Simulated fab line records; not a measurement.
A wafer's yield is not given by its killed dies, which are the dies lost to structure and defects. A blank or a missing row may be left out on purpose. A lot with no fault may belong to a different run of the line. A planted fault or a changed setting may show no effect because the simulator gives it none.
The same fault as seen by 2 desks    flow rit_cmos    numbers are kept per desk, each desk with only its own; the story behind them comes last

## TOOL OWNER'S DESK, iline_stepper-02
The tool's own readings at RIT_PWELL_EXPOSE_03 (exposes mask M3, target cd 43700 nm): means of the sampled wafers that have a number, for each lot that ran on this tool. If a lot's mean is further than 4 standard deviations from the usual mean, the lot is out of limits and carries the mark OUT (the distance appears in the brackets).
Columns: A = exposure_dose_mJ_cm2 at RIT_PWELL_EXPOSE_03, usual 250.05; B = reticle_temp_C at RIT_PWELL_EXPOSE_03, usual 23.01 C
lot   first seen here  A       B
L248  day 4 00:00      249.65  23.12
L251  day 4 11:19      250.01  22.97
L252  day 4 16:07      249.85  23.05
L253  day 4 20:07      250.21  22.96
Finding of this desk: none of the 4 lots has anything out of limits.

## THE METROLOGY DESK
What the gauges read for every lot (on any tool): the sampled wafers with a number, averaged. If a lot's mean is further than 4 standard deviations from the usual mean, the lot is out of limits and carries the mark OUT (the distance appears in the brackets).
Columns: A = NWELL_OVL at RIT_NWELL_OVL_MEAS_06, usual 0.0 nm; B = NWELL_TW at RIT_NWELL_TW_MEAS_10, usual 2149
lot   first seen here  A     B
L246  day 3 08:26      -0.3  2129
L248  day 3 22:51      -1.5  2133
L251  day 4 10:11      0.0   2137
L252  day 4 14:59      0.0   2144
L253  day 4 18:59      0.4   2191
L255  day 5 06:07      -1.6  2149
L261  day 6 12:32      1.9   2134
Finding of this desk: none of the 7 lots has anything out of limits.

## TAKEN TOGETHER
The tool owner's desk saw nothing out of limits.
At the metrology desk, nothing out of limits was observed.

## WHAT THE SIMULATOR PUT IN
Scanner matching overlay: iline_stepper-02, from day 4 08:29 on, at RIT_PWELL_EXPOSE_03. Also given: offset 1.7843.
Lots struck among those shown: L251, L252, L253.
